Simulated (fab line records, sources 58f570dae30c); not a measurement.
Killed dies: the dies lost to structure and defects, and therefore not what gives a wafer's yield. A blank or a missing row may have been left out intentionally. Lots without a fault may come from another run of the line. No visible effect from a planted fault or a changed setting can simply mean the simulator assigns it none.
Which of the tools did it? :: flow berkeley_cmos170 :: 14 lots with 40 wafers sampled at 2 steps, on a route of 331 steps

== WHAT THE GAUGES READ, wafer by wafer ==
UCB170_M1_OVL_MEAS_10.
lot: L580
measured: day 7 16:13
on: overlay-01
M1_OVL (nm): -2 -3 5

lot: L581
measured: day 7 16:29
on: overlay-02
M1_OVL (nm): 6 13 9

lot: L578
measured: day 7 22:22
on: overlay-01
M1_OVL (nm): 1 -5 4

lot: L582
measured: day 8 18:19
on: overlay-02
M1_OVL (nm): -3 -1 -5

lot: L585
measured: day 8 21:00
on: overlay-02
M1_OVL (nm): -11 -5 -7

lot: L586
measured: day 8 21:25
on: overlay-02
M1_OVL (nm): 3 4 8

lot: L588
measured: day 9 14:46
on: overlay-02
M1_OVL (nm): 3 -1 2

lot: L591
measured: day 10 05:07
on: overlay-02
M1_OVL (nm): 3 -1 4

lot: L589
measured: day 10 07:39
on: overlay-02
M1_OVL (nm): 10

lot: L595
measured: day 11 04:10
on: overlay-01
M1_OVL (nm): 19 6 7

lot: L596
measured: day 11 04:46
on: overlay-02
M1_OVL (nm): 0 1 -4

lot: L597
measured: day 11 16:03
on: overlay-02
M1_OVL (nm): -3 -2 -3

lot: L600
measured: day 11 11:40
on: overlay-01
M1_OVL (nm): 1 -1 2

lot: L599
measured: day 11 13:43
on: overlay-01
M1_OVL (nm): -14 -12 -9

== TOOL THAT RAN EACH LOT (tool first, then ch and the chambers of the sampled wafers, then the start) ==
lot: L580
UCB170_SPACER_CVD_00: pecvd-02 ch 0,2, day 7 01:32

lot: L581
UCB170_SPACER_CVD_00: pecvd-04 ch 0,1,2, day 7 01:36

lot: L578
UCB170_SPACER_CVD_00: pecvd-01 ch 0,1, day 7 03:44

lot: L582
UCB170_SPACER_CVD_00: pecvd-04 ch 0,1,2, day 7 15:50

lot: L585
UCB170_SPACER_CVD_00: pecvd-01 ch 0,1,2, day 7 22:37

lot: L586
UCB170_SPACER_CVD_00: pecvd-04 ch 1,2, day 7 22:59

lot: L588
UCB170_SPACER_CVD_00: pecvd-01 ch 0,1,2, day 8 23:57

lot: L591
UCB170_SPACER_CVD_00: pecvd-02 ch 0,1, day 9 09:24

lot: L589
UCB170_SPACER_CVD_00: pecvd-04 ch 2, day 9 09:37

lot: L595
UCB170_SPACER_CVD_00: pecvd-04 ch 0,1,2, day 10 07:04

lot: L596
UCB170_SPACER_CVD_00: pecvd-01 ch 0,1,2, day 10 07:28

lot: L597
UCB170_SPACER_CVD_00: pecvd-01 ch 0,2, day 10 18:16

lot: L600
UCB170_SPACER_CVD_00: pecvd-02 ch 1,2, day 10 19:31

lot: L599
UCB170_SPACER_CVD_00: pecvd-01 ch 1,2, day 10 20:00
- UCB170_SPACER_CVD_00: deposits SiO2 from TEOS/O2, target thk 376 nm, time 47 s.

== WHAT THE TOOLS THEMSELVES READ (means of the sampled wafers that have a number; where no wafer has one, the mark that the record gives instead) ==
UCB170_SPACER_CVD_00.
lot: L580
tool: pecvd-02
heater_power_w (W): 308
rf_fwd_power_W (W): 542.8

lot: L581
tool: pecvd-04
heater_power_w (W): 293
rf_fwd_power_W (W): 544.1

lot: L578
tool: pecvd-01
heater_power_w (W): 363
rf_fwd_power_W (W): 542.8

lot: L582
tool: pecvd-04
heater_power_w (W): 257
rf_fwd_power_W (W): 544.7

lot: L585
tool: pecvd-01
heater_power_w (W): 294
rf_fwd_power_W (W): 544.8

lot: L586
tool: pecvd-04
heater_power_w (W): 280
rf_fwd_power_W (W): 544.6

lot: L588
tool: pecvd-01
heater_power_w (W): 240
rf_fwd_power_W (W): 542.9

lot: L591
tool: pecvd-02
heater_power_w (W): 285
rf_fwd_power_W (W): 543.5

lot: L589
tool: pecvd-04
heater_power_w (W): 324
rf_fwd_power_W (W): 485.8

lot: L595
tool: pecvd-04
heater_power_w (W): 284
rf_fwd_power_W (W): 523.0

lot: L596
tool: pecvd-01
heater_power_w (W): 268
rf_fwd_power_W (W): 545.0

lot: L597
tool: pecvd-01
heater_power_w (W): 335
rf_fwd_power_W (W): 542.5

lot: L600
tool: pecvd-02
heater_power_w (W): 274
rf_fwd_power_W (W): 546.4

lot: L599
tool: pecvd-01
heater_power_w (W): 254
rf_fwd_power_W (W): 543.3

== THE ANSWER, worked out from the rows above alone ==
Rule: what is usual is taken from the lots themselves. The widest of any qualifying gaps counts: lots, ordered by their means at a reading, are off when they make up no more than a third of the lots, leave a main group of 4 or more, and stand apart from it by 3 or more times the standard deviation of that group's means. The tables above print the reading to a certain number of digits; a main group whose means all agree to those digits is not used. A lot without any number at a reading at which 4 lots or more have one is off too. All remaining lots with rows at the step are treated as sound. After the gauges, taken in route order, come the tools' own readings; for these a lot's mean is taken, as printed above. The first step at which some lot is off is used, and at that step the reading that is off furthest; a lot without a number counts as furthest.
Off at UCB170_SPACER_CVD_00 (rf_fwd_power_W): L589, L595. The main group: mean 544.0 W, standard deviation 1.1.
If a tool, at that step or one of the process steps before it, ran each lot that is off and ran no sound lot following the first of them, it fits. One candidate fits, namely pecvd-04 at UCB170_SPACER_CVD_00. A fault onset in the window from L586 (day 7 22:59, its last sound lot) to L589 (day 9 09:37, its first lot off) fits.
The tool's own readings at UCB170_SPACER_CVD_00 bear it out: on the lots that are off they differ by more than 5 times the standard deviation of the sound lots' means. rf_fwd_power_W reads 504.4 W there against 544.0 W on the sound lots.

== WHAT WAS PUT IN BY THE SIMULATOR ==
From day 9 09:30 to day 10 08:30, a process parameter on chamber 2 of pecvd-04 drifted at UCB170_SPACER_CVD_00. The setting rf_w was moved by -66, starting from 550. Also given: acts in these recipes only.
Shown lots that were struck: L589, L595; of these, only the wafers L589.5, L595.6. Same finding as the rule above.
